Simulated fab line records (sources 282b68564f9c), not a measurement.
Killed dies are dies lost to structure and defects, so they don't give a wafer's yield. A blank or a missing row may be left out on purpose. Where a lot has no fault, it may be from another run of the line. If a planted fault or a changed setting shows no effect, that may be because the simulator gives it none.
fab line records -- flow rit-cmos
[record] lots = 14, wafers = 42, last-day = 7
route steps=202 shown M1@190
lots with no fault: from the same line, run without faults
start-h: hours from the record's first day to the start of the lot's first wafer shown -- wait-h: hours from the lot's prior step to this one -- " same as the row above -- L1.1+2: a single row standing in for several wafers -- - either no value or no given start -- * or withheld: withheld -- < > ~ a bound
route shown NAME@n: a module of which the file shows steps, and the number in the route of the first -- usual: average and standard deviation across the fault-free wafers -- same: alike in all rows -- chamber/n: place in a boat -- sites: per-site readings -- _std_site: how widely they spread, as a standard deviation -- _edge_site: inner sites' mean taken away from outer sites' mean -- radius-mm: how far each site lies from the wafer's centre -- mask NAME#n: copy n -- behind: the last tool/chamber to shape the wafer -- hold: the reason the lot was held/the length of the hold in hours/how it ended -- device: whichever transistor did not switch (one of n, p or np) -- end of line: tests run on the same wafers once the route is complete -- a step given without rows: its recipe and nothing more -- killed: not the wafer's yield, but the dies lost to structure and defects at the first sort -- map: the dies of a wafer, with x for killed, . for not killed, _ for no die there
set.NAME: the run value of the setting; set.NAME@STEP: its run value at that earlier step -- model.NAME: the simulator's own value behind a step, which no gauge read
steps of the route over a sample of lots; a table a step, a row a wafer
services: when a tool's chamber went out of use (start-h, in hours from the record's first day, below 0 if earlier), for how many hours, and the reason
[[steps]]
[step RIT_M1_EXPOSE_06]
[recipe] mask-id = M12, na = 0.6, source-shape = conventional, sigma-outer = 0.5, target-cd-nm = 2600, dose-mj = 250
[usual] exposure-dose-mJ-cm2 = 248.37/0.25
[same] na = 0.6
lot.wafer,tool,chamber,start-h,wait-h,mask,exposure-dose-mJ-cm2
L111.1,iline-stepper-01,0,56.81,0.2,M12#0,248.43
L111.4,iline-stepper-01,0,56.81,0.2,M12#0,248.27
L111.5,iline-stepper-01,0,56.81,0.2,M12#0,248.34
L113.2,iline-stepper-01,0,70.24,0.1,M12#0,248.17
L113.3,iline-stepper-01,0,70.24,0.1,M12#0,247.95
L113.5,iline-stepper-01,0,70.24,0.1,M12#0,248.47
L114.1,iline-stepper-01,0,76.83,0.1,M12#0,248.30
L114.3,iline-stepper-01,0,76.83,0.1,M12#0,248.24
L114.4,iline-stepper-01,0,76.83,0.1,M12#0,248.56
L116.1,iline-stepper-02,0,86.30,0.2,M12#0,248.56
L116.2,iline-stepper-02,0,86.30,0.2,M12#0,248.64
L116.3,iline-stepper-02,0,86.30,0.2,M12#0,248.11
L117.2,iline-stepper-02,0,89.62,0.1,M12#0,248.40
L117.4,iline-stepper-02,0,89.62,0.1,M12#0,248.51
L117.5,iline-stepper-02,0,89.62,0.1,M12#0,248.60
L118.2,iline-stepper-02,0,94.68,0.1,M12#0,248.03
L118.4,iline-stepper-02,0,94.68,0.1,M12#0,247.85
L118.6,iline-stepper-02,0,94.68,0.1,M12#0,248.39
L120.2,iline-stepper-02,0,104.87,0.2,M12#0,248.66
L120.4,iline-stepper-02,0,104.87,0.2,M12#0,248.70
L120.5,iline-stepper-02,0,104.87,0.2,M12#0,248.85
L122.2,iline-stepper-01,0,116.23,0.2,M12#0,225.25
L122.4,iline-stepper-01,0,116.23,0.2,M12#0,224.94
L122.5,iline-stepper-01,0,116.23,0.2,M12#0,225.07
L123.1,iline-stepper-02,0,118.48,0.2,M12#0,248.19
L123.4,iline-stepper-02,0,118.48,0.2,M12#0,248.18
L123.5,iline-stepper-02,0,118.48,0.2,M12#0,248.39
L124.2,iline-stepper-01,0,121.58,0.2,M12#0,229.46
L124.3,iline-stepper-01,0,121.58,0.2,M12#0,229.75
L124.5,iline-stepper-01,0,121.58,0.2,M12#0,229.10
L128.2,iline-stepper-02,0,144.01,0.2,M12#0,248.16
L128.3,iline-stepper-02,0,144.01,0.2,M12#0,248.31
L128.6,iline-stepper-02,0,144.01,0.2,M12#0,247.70
L130.1,iline-stepper-02,0,154.38,0.3,M12#0,248.54
L130.2,iline-stepper-02,0,154.38,0.3,M12#0,248.32
L130.5,iline-stepper-02,0,154.38,0.3,M12#0,248.40
L131.1,iline-stepper-02,0,156.74,0.1,M12#0,248.36
L131.2,iline-stepper-02,0,156.74,0.1,M12#0,248.43
L131.5,iline-stepper-02,0,156.74,0.1,M12#0,248.54
L133.1,iline-stepper-02,0,168.49,0.2,M12#0,248.65
L133.2,iline-stepper-02,0,168.49,0.2,M12#0,248.08
L133.4,iline-stepper-02,0,168.49,0.2,M12#0,248.33
[step RIT_M1_CD_MEAS_09]
[recipe] target-cd-nm = 2600
[usual] cd-nm = 2600.5/1.9
lot.wafer,tool,chamber,start-h,wait-h,cd-nm
L111.1,cd-sem-02,-,57.24,-,2598.9
L111.4,cd-sem-02,-,57.24,-,2600.3
L111.5,cd-sem-02,-,57.24,-,2601.1
L113.2,cd-sem-02,-,70.67,-,2600.5
L113.3,cd-sem-02,-,70.67,-,2601.6
L113.5,cd-sem-02,-,70.67,-,2599.3
L114.1,cd-sem-02,-,77.26,-,2603.1
L114.3,cd-sem-02,-,77.26,-,2601.4
L114.4,cd-sem-02,-,77.26,-,2603.3
L116.1,cd-sem-02,-,86.73,-,2598.3
L116.2,cd-sem-02,-,86.73,-,2601.1
L116.3,cd-sem-02,-,86.73,-,2598.0
L117.2,cd-sem-02,-,90.05,-,2598.8
L117.4,cd-sem-02,-,90.05,-,2599.1
L117.5,cd-sem-02,-,90.05,-,2597.9
L118.2,cd-sem-02,-,95.11,-,2604.2
L118.4,cd-sem-02,-,95.11,-,2603.6
L118.6,cd-sem-02,-,95.11,-,2603.1
L120.2,cd-sem-01,-,105.30,-,2601.9
L120.4,cd-sem-01,-,105.30,-,2599.5
L120.5,cd-sem-01,-,105.30,-,2601.9
L122.2,cd-sem-02,-,116.67,-,2627.1
L122.4,cd-sem-02,-,116.67,-,2626.3
L122.5,cd-sem-02,-,116.67,-,2626.4
L123.1,cd-sem-01,-,118.91,-,2601.9
L123.4,cd-sem-01,-,118.91,-,2600.2
L123.5,cd-sem-01,-,118.91,-,2599.0
L124.2,cd-sem-01,-,122.01,-,2621.9
L124.3,cd-sem-01,-,122.01,-,2621.8
L124.5,cd-sem-01,-,122.01,-,2622.7
L128.2,cd-sem-02,-,144.44,-,2599.8
L128.3,cd-sem-02,-,144.44,-,2602.4
L128.6,cd-sem-02,-,144.44,-,2601.7
L130.1,cd-sem-01,-,154.81,-,2600.5
L130.2,cd-sem-01,-,154.81,-,2603.1
L130.5,cd-sem-01,-,154.81,-,2601.5
L131.1,cd-sem-02,-,157.17,-,2602.0
L131.2,cd-sem-02,-,157.17,-,2602.0
L131.5,cd-sem-02,-,157.17,-,2603.5
L133.1,cd-sem-01,-,169.07,-,2603.0
L133.2,cd-sem-01,-,169.07,-,2600.7
L133.4,cd-sem-01,-,169.07,-,2602.0
[step RIT_M1_PROBE_99]
[usual] defect-limited-yield = 97.4/1, killed-at-contacts = 0.1/0.3, killed-at-front-end = 6.7/2.6, killed-dies = 6.8/2.6, killed-open = 3.3/1.7, killed-short = 3.4/2, sort_bin_3_pad_short = 0.1/0.24, sort_bin_5_function = 1.5/0.77, sort_bin_6_memory = 1.0/0.61, sort-n-pass = 257.2/2.6, sort-yield-pct = 97.4/1
[same] gross-dies = 264, killed_at_M0_to_M3 = 0, killed_at_M4_up = 0, killed-at-back-side = 0, killed-at-other = 0
lot.wafer,tool,chamber,start-h,wait-h,defect-limited-yield[%],killed-at-contacts,killed-at-front-end,killed-dies,killed-open,killed-short,sort_bin_3_pad_short[%],sort_bin_5_function[%],sort_bin_6_memory[%],sort-n-pass,sort-yield-pct[%]
L124.2,prober-01,-,124.77,0.1,98.5,0,4,4,3,1,0,0.8,0.8,260.0,98.5
L124.3,prober-01,-,124.82,0.2,98.9,0,3,3,3,0,0,0.4,0.8,261.0,98.9
L124.5,prober-01,-,124.92,0.2,97.3,1,6,7,2,5,0,1.5,1.1,257.0,97.3
L128.2,prober-02,-,147.13,0.1,96.2,0,10,10,5,5,0.4,1.9,1.5,254.0,96.2
L128.3,prober-02,-,147.18,0.2,98.1,0,5,5,2,3,0,1.1,0.8,259.0,98.1
L128.6,prober-02,-,147.33,0.2,98.1,0,5,5,3,2,0,0.4,1.5,259.0,98.1
L130.1,prober-02,-,157.47,0.1,96.2,0,10,10,4,6,0,2.3,1.5,254.0,96.2
L130.2,prober-02,-,157.52,0.1,98.5,0,4,4,3,1,0,0.8,0.8,260.0,98.5
L130.5,prober-02,-,157.67,0.2,98.1,0,5,5,5,0,0,1.5,0.4,259.0,98.1
L131.1,prober-01,-,160.04,0.1,98.9,0,3,3,2,1,0.4,0.4,0.4,261.0,98.9
L131.2,prober-01,-,160.09,0.1,97.3,0,7,7,3,4,0,1.1,1.5,257.0,97.3
L131.5,prober-01,-,160.24,0.2,97.3,0,7,7,2,5,0,1.1,1.5,257.0,97.3
// killed by level:class
L124.2 GATE:geometric-particle:open=2 GATE:geometric-particle:short=1 SPACER:geometric-particle:open=1
L124.3 GATE:geometric-particle:open=1 SPACER:geometric-particle:open=1 SILICIDE:geometric-particle:open=1
L124.5 GATE:geometric-particle:short=4 GATE:geometric-particle:open=2 CONTACT:geometric-particle:short=1
L128.2 GATE:geometric-particle:open=3 REOX:geometric-particle:short=2 SPACER:geometric-particle:short=2 FOX2:geometric-particle:open=1 GATE:geometric-particle:short=1 SILICIDE:geometric-particle:open=1
L128.3 GATE:geometric-particle:short=2 GATE:geometric-particle:open=1 REOX:geometric-particle:open=1 SPACER:geometric-particle:short=1
L128.6 GATE:geometric-particle:open=2 FOX2:geometric-particle:open=1 GATE:geometric-particle:short=1 SILICIDE:geometric-particle:short=1
L130.1 GATE:geometric-particle:open=2 GATE:geometric-particle:short=2 SILICIDE:geometric-particle:short=2 FOX2:geometric-particle:short=1 REOX:geometric-particle:short=1 SPACER:geometric-particle:open=1 SILICIDE:geometric-particle:open=1
L130.2 FOX2:geometric-particle:open=1 GATE:geometric-particle:open=1 GATE:geometric-particle:short=1 SILICIDE:geometric-particle:open=1
L130.5 GATE:geometric-particle:open=2 SPACER:geometric-particle:open=2 FOX1:geometric-particle:open=1
L131.1 GATE:geometric-particle:open=2 GATE:geometric-particle:short=1
L131.2 SPACER:geometric-particle:short=2 FOX1:geometric-particle:short=1 GATE:geometric-particle:short=1 REOX:geometric-particle:open=1 SPACER:geometric-particle:open=1 SILICIDE:geometric-particle:open=1
L131.5 FOX1:geometric-particle:short=2 GATE:geometric-particle:short=2 GATE:geometric-particle:open=1 SPACER:geometric-particle:short=1 SPACER:geometric-particle:open=1
[[services]]
tool,chamber,start-h,hours,kind
iline-stepper-02,-,70.56,2.1,repair
iline-stepper-01,-,84.15,8.8,repair
iline-stepper-01,-,84.47,8.8,repair
iline-stepper-01,-,117.68,2.5,repair
iline-stepper-02,0,132.33,-,calibration
iline-stepper-02,-,145.93,7.0,repair
iline-stepper-01,-,152.92,1.7,pm
[[key]]
[first-sign] step = RIT_M1_EXPOSE_06, reading = exposure-dose-mJ-cm2, direction = down, sigmas = 85, usual = 248.37, struck = 227.26
[effect] step = RIT_M1_CD_MEAS_09, reading = cd-nm, direction = up, sigmas = 13, usual = 2600.5, struck = 2624.4, through = control-loop
met-at RIT_M1_EXPOSE_06
struck-lots L122,L124
[loop-trim] step = RIT_M1_EXPOSE_06, setting = dose, lots = L124
onset-between 76.83 116.23
[fault] kind = process-parameter-drift, tool = iline-stepper-01, chamber = -, onset-h = 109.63, steps = RIT_M1_EXPOSE_06, channel = dose-mj, offset = -23.69, shape = step, acts-in = these-recipes-only, stated = 250
// loop-trim: a control loop set the setting to another value than it would have without faults
